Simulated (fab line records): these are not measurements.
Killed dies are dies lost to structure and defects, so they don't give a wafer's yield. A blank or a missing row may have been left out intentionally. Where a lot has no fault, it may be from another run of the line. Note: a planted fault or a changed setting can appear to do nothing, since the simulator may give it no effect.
fab line records	flow rit-cmos
[record] lots = 13	wafers = 39	last-day = 7
route steps=202 shown ACTIVE@14 NSD@140 PSD@151 SILICIDE@167 M1@202
lots untouched by any fault: they come from a run of this same line in which no faults occurred
start-h: start of the lot's first displayed wafer, in hours after the record's first day	wait-h: hours elapsed since this lot's preceding step	" the same as in the row above	L1.1+2: one row covering several wafers at once	- no value present, or no start provided	* or withheld: withheld	< > ~ a bound
route shown NAME@n: a module of which the file shows steps, and the number in the route of the first	usual: the fault-free wafers' mean and standard deviation	same: alike in all rows	chamber/n: place in a boat	sites: readings site by site	_std_site: standard deviation across them	_edge_site: the outer-site mean with the inner-site mean subtracted	radius-mm: how far each site lies from the wafer's centre	mask NAME#n: copy n	behind: the most recent tool/chamber to have shaped the wafer	hold: the reason the lot was held/the length of the hold in hours/how it ended	device: whichever transistor did not switch (one of n, p or np)	end of line: tests of these same wafers at the route's end	a step given without rows: its recipe and nothing more	killed: not the wafer's yield, but the dies lost to structure and defects at the first sort	map: per-die view of a wafer (x killed, . not killed, _ where there is no die)
set.NAME: the setting that was run; set.NAME@STEP: the one run at that earlier step	model.NAME: the simulator's own value behind a step, which no gauge read
steps of the route over a sample of lots; a table a step, a row a wafer
services: when a tool's chamber went out of use (start-h, in hours from the record's first day, below 0 if earlier), for how many hours, and the reason
[[steps]]
[step RIT_ACTIVE_ETCH_13]
[recipe] stop-on = SiO2	chemistry = SF6	target = Si3N4	time-s = 210	over-etch-frac = 0.4	SF6_flow_sccm = 200	pressure-mtorr = 260	rf-w = 125	target-depth-a = 2100
[usual] chamber-pressure-mTorr = 260.02/0.26	drypump-motor-current-A = 5.6/0.45	oes-product-au = 0.817/0.015	throttle-valve-pct = 7.52/0.11
lot.wafer	tool	chamber	start-h	wait-h	chamber-pressure-mTorr	drypump-motor-current-A	oes-product-au	rf-hours-counter-h	throttle-valve-pct
L338.3	rie-diel-01	2	14.71	0.1	259.90	5.5	0.829	6	7.48
L338.4	"	1	"	"	260.55	5.7	0.837	-	7.42
L338.6	"	3	"	"	259.88	5.1	0.793	-	7.55
L339.4	rie-diel-02	2	19.71	0.1	260.17	4.9	0.832	140	7.42
L339.5	"	2	"	"	259.81	4.9	0.830	-	7.41
L339.6	"	1	"	"	259.69	5.6	0.827	-	7.63
L340.1	rie-diel-02	2	25.18	0.1	260.22	4.9	0.833	140	7.44
L340.2	"	1	"	"	259.35	5.6	0.813	4	7.63
L340.3	"	3	"	"	260.03	4.9	0.798	72	7.64
L341.3	rie-diel-03	3	30.47	0.1	260.27	6.2	0.792	137	7.63
L341.4	"	0	"	"	259.59	6.1	0.800	11	7.53
L341.5	"	2	"	"	260.17	5.5	0.816	-	7.62
L342.1	rie-diel-01	2	35.41	0.1	260.59	5.5	0.826	6	7.49
L342.4	"	1	"	"	260.39	5.7	0.837	4	7.44
L342.6	"	3	"	"	260.24	5.1	0.793	-	7.55
L343.2	rie-diel-02	2	40.13	0.1	260.38	4.9	0.830	141	7.43
L343.4	"	3	"	"	260.43	4.9	0.799	72	7.64
L343.5	"	0	"	"	129.71	5.5	0.830	-	7.63
L351.2	rie-diel-03	3	79.83	0.1	260.26	6.2	0.812	138	7.62
L351.3	"	1	"	"	260.26	6.3	0.828	3	7.45
L351.6	"	0	"	"	259.51	6.1	0.808	-	7.55
L355.2	rie-diel-01	2	99.71	0.1	260.32	5.4	0.833	7	7.49
L355.5	"	1	"	"	259.78	5.7	0.836	-	7.43
L355.6	"	2	"	"	260.11	5.4	0.834	-	7.49
L356.3	rie-diel-02	0	104.71	0.1	260.21	5.5	0.818	120	7.62
L356.5	"	2	"	"	260.03	4.9	0.827	-	7.42
L356.6	"	1	"	"	260.12	5.6	0.812	-	7.63
L357.1	rie-diel-03	2	109.71	0.1	259.93	5.5	0.812	73	7.60
L357.4	"	1	"	"	260.36	6.3	0.813	4	7.44
L357.6	"	3	"	"	259.96	6.2	0.798	-	7.62
L359.2	rie-diel-02	2	119.83	0.1	259.66	4.9	0.820	142	7.43
L359.3	"	1	"	"	260.21	5.6	0.825	5	7.64
L359.6	"	2	"	"	259.63	4.9	0.832	-	7.44
L360.1	rie-diel-01	0	125.54	0.1	259.89	5.9	0.816	57	7.26
L360.3	"	1	"	"	260.06	5.7	0.832	6	7.43
L360.4	"	3	"	"	260.16	5.1	0.792	45	7.56
L361.1	rie-diel-01	0	129.83	0.1	260.22	5.9	0.820	57	7.27
L361.2	"	3	"	"	259.62	5.1	0.789	45	7.57
L361.3	"	1	"	"	260.12	5.7	0.829	6	7.44
[step RIT_NSD_STRIP_09]
[recipe] chemistry = O2	time-s = 180	resist = NOVOLAK	platen-temp-c = withheld	power-w = 500	pressure-mtorr = 4000	o2-flow-sccm = 4000
[usual] chamber-pressure-mTorr = 3999/3.8	drypump-motor-current-A = 5.7/0.6
lot.wafer	tool	chamber	start-h	wait-h	chamber-pressure-mTorr	drypump-motor-current-A	rf-hours-counter-h
L338.3	plasma-asher-04	1	46.56	0.1	3996	4.7	-
L338.4	"	0	"	"	3997	5.7	-
L338.6	"	1	"	"	4002	4.7	-
L339.4	plasma-asher-03	1	52.98	0.1	4002	5.6	-
L339.5	"	0	"	"	4000	5.6	-
L339.6	"	1	"	"	4002	5.6	-
L340.1	plasma-asher-03	0	57.87	0.1	3994	5.7	41
L340.2	"	1	"	"	3999	5.6	41
L340.3	"	0	"	"	3996	5.6	-
L341.3	plasma-asher-03	0	63.44	0.1	3992	5.7	-
L341.4	"	1	"	"	4000	5.6	-
L341.5	"	1	"	"	4004	5.7	-
L342.1	plasma-asher-02	1	67.66	0.1	4002	6.6	43
L342.4	"	1	"	"	4002	6.6	-
L342.6	"	1	"	"	4004	6.6	-
L343.2	plasma-asher-04	0	71.84	0.1	3999	5.7	30
L343.4	"	1	"	"	3995	4.7	-
L343.5	"	0	"	"	4004	5.7	-
L351.2	plasma-asher-02	0	112.31	0.1	3998	5.3	47
L351.3	"	1	"	"	4003	6.6	-
L351.6	"	1	"	"	3998	6.6	-
L355.2	plasma-asher-02	0	131.75	0.1	4006	5.2	49
L355.5	"	0	"	"	3998	5.3	-
L355.6	"	1	"	"	4002	6.6	-
L356.3	plasma-asher-02	0	137.35	0.1	4002	5.3	-
L356.5	"	1	"	"	3997	6.6	-
L356.6	"	0	"	"	4003	5.2	-
L357.1	plasma-asher-02	1	143.06	0.1	4002	6.6	51
L357.4	"	1	"	"	4001	6.6	-
L357.6	"	0	"	"	4002	5.2	-
L359.2	plasma-asher-02	1	151.93	0.1	4002	6.6	52
L359.3	"	0	"	"	3998	5.3	-
L359.6	"	1	"	"	4000	6.6	-
L360.1	plasma-asher-04	1	156.93	0.1	4001	4.7	40
L360.3	"	0	"	"	3997	5.7	-
L360.4	"	1	"	"	3992	4.7	-
L361.1	plasma-asher-02	0	161.47	0.1	3999	5.3	53
L361.2	"	1	"	"	4004	6.6	53
L361.3	"	1	"	"	3997	6.6	-
[step RIT_PSD_STRIP_09]
[recipe] chemistry = O2	time-s = 180	resist = NOVOLAK	platen-temp-c = withheld	power-w = 500	pressure-mtorr = 4000	o2-flow-sccm = 4000
[usual] chamber-pressure-mTorr = 4000/4.4	drypump-motor-current-A = 5.6/0.52
lot.wafer	tool	chamber	start-h	wait-h	chamber-pressure-mTorr	drypump-motor-current-A	rf-hours-counter-h
L338.3	plasma-asher-02	1	48.23	0.1	4029	6.6	-
L338.4	"	0	"	"	4002	5.3	-
L338.6	"	1	"	"	3998	6.6	-
L339.4	plasma-asher-02	1	54.40	0.1	3994	6.6	-
L339.5	"	1	"	"	3994	6.6	-
L339.6	"	0	"	"	4004	5.2	-
L340.1	plasma-asher-02	1	59.29	0.1	4005	6.6	42
L340.2	"	0	"	"	3996	5.2	42
L340.3	"	0	"	"	4001	5.2	-
L341.3	plasma-asher-01	1	65.19	0.1	4000	5.3	-
L341.4	"	0	"	"	4004	5.2	-
L341.5	"	0	"	"	4002	5.3	-
L342.1	plasma-asher-02	1	69.08	0.1	3998	6.6	43
L342.4	"	0	"	"	4000	5.2	-
L342.6	"	1	"	"	4002	6.6	-
L343.2	plasma-asher-01	1	73.26	0.1	4002	5.3	42
L343.4	"	1	"	"	3999	5.3	-
L343.5	"	1	"	"	4009	5.3	-
L351.2	plasma-asher-01	1	113.73	0.1	4000	5.3	47
L351.3	"	0	"	"	3997	5.3	-
L351.6	"	1	"	"	4003	5.3	-
L355.2	plasma-asher-01	1	133.17	0.1	4002	5.3	49
L355.5	"	1	"	"	3996	5.3	-
L355.6	"	0	"	"	4000	5.2	-
L356.3	plasma-asher-02	1	138.77	0.1	3998	6.6	-
L356.5	"	1	"	"	4006	6.6	-
L356.6	"	0	"	"	4006	5.2	-
L357.1	plasma-asher-02	1	144.48	0.1	3986	6.6	51
L357.4	"	1	"	"	4003	6.6	-
L357.6	"	0	"	"	4003	5.3	-
L359.2	plasma-asher-02	1	153.48	0.1	4004	6.6	52
L359.3	"	0	"	"	4005	5.3	-
L359.6	"	0	"	"	4003	5.3	-
L360.1	plasma-asher-01	0	158.36	0.1	3992	5.2	52
L360.3	"	0	"	"	4000	5.2	-
L360.4	"	1	"	"	3996	5.3	-
L361.1	plasma-asher-01	0	162.89	0.1	3996	5.3	53
L361.2	"	1	"	"	3994	5.3	53
L361.3	"	0	"	"	4003	5.2	-
[step RIT_SILICIDE_RTA_06]
[recipe] temp-c = 750	time-s = 10	idle-temp-c = 25	ramp-up-s = 5	ramp-down-s = 10	cool-to-c = 25	ambient = N2
[usual] wafer_temp_C_max = 753.0/0.93
lot.wafer	tool	chamber	start-h	wait-h	wafer_temp_C_max
L338.3	rtp-anneal-02	0	49.78	0.0	753.9
L338.4	"	0	"	"	754.4
L338.6	"	0	"	"	752.8
L339.4	rtp-anneal-01	0	55.97	0.0	753.3
L339.5	"	0	"	"	751.8
L339.6	"	0	"	"	753.0
L340.1	rtp-anneal-02	0	60.88	0.0	753.9
L340.2	"	0	"	"	754.7
L340.3	"	0	"	"	752.6
L341.3	rtp-anneal-01	0	66.76	0.0	751.6
L341.4	"	0	"	"	751.9
L341.5	"	0	"	"	752.8
L342.1	rtp-anneal-02	0	70.69	0.0	753.6
L342.4	"	0	"	"	753.8
L342.6	"	0	"	"	755.3
L343.2	rtp-anneal-01	0	74.90	0.0	751.2
L343.4	"	0	"	"	751.7
L343.5	"	0	"	"	752.6
L351.2	rtp-anneal-01	0	115.33	0.0	752.8
L351.3	"	0	"	"	751.9
L351.6	"	0	"	"	751.7
L355.2	rtp-anneal-01	0	134.81	0.0	752.7
L355.5	"	0	"	"	752.6
L355.6	"	0	"	"	753.2
L356.3	rtp-anneal-02	0	140.34	0.0	752.9
L356.5	"	0	"	"	754.9
L356.6	"	0	"	"	752.9
L357.1	rtp-anneal-01	0	146.10	0.0	752.7
L357.4	"	0	"	"	751.6
L357.6	"	0	"	"	752.8
L359.2	rtp-anneal-01	0	155.09	0.0	752.6
L359.3	"	0	"	"	752.7
L359.6	"	0	"	"	752.4
L360.1	rtp-anneal-02	0	159.96	0.0	753.4
L360.3	"	0	"	"	754.6
L360.4	"	0	"	"	752.8
L361.1	rtp-anneal-01	0	164.50	0.0	752.5
L361.2	"	0	"	"	752.2
L361.3	"	0	"	"	751.9
[step RIT_M1_PROBE_99]
[usual] killed_at_M0_to_M3 = 0.0/0.14	killed-at-contacts = 0.1/0.36	killed-at-front-end = 7/3.4	killed-dies = 7/3.4	killed-open = 3.3/2	killed-short = 3.8/2.4
[same] gross-dies = 264	killed_at_M4_up = 0	killed-at-back-side = 0	killed-at-other = 0
lot.wafer	tool	chamber	start-h	wait-h	killed_at_M0_to_M3	killed-at-contacts	killed-at-front-end	killed-dies	killed-open	killed-short
L359.2	prober-01	-	161.61	0.1	0	0	16	16	6	9
L359.3	prober-01	-	161.66	0.2	0	0	2	2	1	1
L359.6	prober-01	-	161.81	0.2	0	0	7	7	4	3
L360.1	prober-02	-	166.51	0.1	0	0	7	7	5	2
L360.3	prober-02	-	166.61	0.2	0	0	8	8	2	6
L360.4	prober-02	-	166.66	0.2	0	0	5	5	1	4
// killed by level:class
L359.2 GATE:geometric-particle:short=5 SPACER:geometric-particle:short=3 GATE:geometric-particle:open=2 SILICIDE:geometric-particle:open=2 ACTIVE:geometric-particle:open=1 FOX2:geometric-particle:open=1 FOX2:geometric-particle:short=1 GATE:coat-microbubble-printed=1
L359.3 FOX1:geometric-particle:short=1 SILICIDE:geometric-particle:open=1
L359.6 GATE:geometric-particle:short=2 FOX1:geometric-particle:short=1 FOX2:geometric-particle:open=1 GATE:geometric-particle:open=1 REOX:geometric-particle:open=1 SPACER:geometric-particle:open=1
L360.1 GATE:geometric-particle:open=2 SILICIDE:geometric-particle:open=2 FOX1:geometric-particle:open=1 GATE:geometric-particle:short=1 REOX:geometric-particle:short=1
L360.3 SILICIDE:geometric-particle:short=4 GATE:geometric-particle:open=2 GATE:geometric-particle:short=1 REOX:geometric-particle:short=1
L360.4 SILICIDE:geometric-particle:short=2 FOX2:geometric-particle:short=1 GATE:geometric-particle:short=1 SILICIDE:geometric-particle:open=1
[[services]]
tool	chamber	start-h	hours	kind
rie-diel-01	-	-2.97	0.7	repair
rie-diel-01	3	-2.37	1.6	repair
plasma-asher-01	-	0.14	14.6	pm
rie-diel-01	0	9.50	5.8	repair
plasma-asher-01	-	53.02	4.2	repair
rie-diel-03	3	55.28	1.9	repair
rie-diel-01	2	57.08	3.8	repair
rie-diel-03	2	70.65	23.3	repair
plasma-asher-03	-	108.75	9.0	pm
plasma-asher-03	0	108.75	9.0	vent-cycle
plasma-asher-03	1	108.75	9.0	vent-cycle
plasma-asher-03	0	117.75	-	clean
plasma-asher-03	1	117.75	-	clean
plasma-asher-03	-	137.99	23.6	repair
rie-diel-02	2	141.22	6.8	repair
rie-diel-01	-	146.37	2.8	pm
rie-diel-03	2	152.15	4.2	repair
[[key]]
[first-sign] step = RIT_ACTIVE_ETCH_13	reading = chamber-pressure-mTorr	direction = down	sigmas = 99+	usual = 260.02	struck = 129.71
effect none on later readings
met-at RIT_ACTIVE_ETCH_13
struck-lots L343
struck-wafers L343.5
tester-left-out L343
not-acting-at RIT_NSD_STRIP_09,RIT_PSD_STRIP_09,RIT_SILICIDE_RTA_06
[fault] kind = process-parameter-drift	tool = rie-diel-02	chamber = 0	onset-h = 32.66	steps = RIT_ACTIVE_ETCH_13	channel = pressure-mtorr	offset = -130	shape = step	end-h = 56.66	acts-in = these-recipes-only	stated = 260
// tester-left-out: of these lots the tester's yield and bins aren't shown, on N5 and GAA mostly nor the transistor test; their killed dies are dies lost to structure and defects alone, not to doping, threshold or leakage, so they don't give the yield
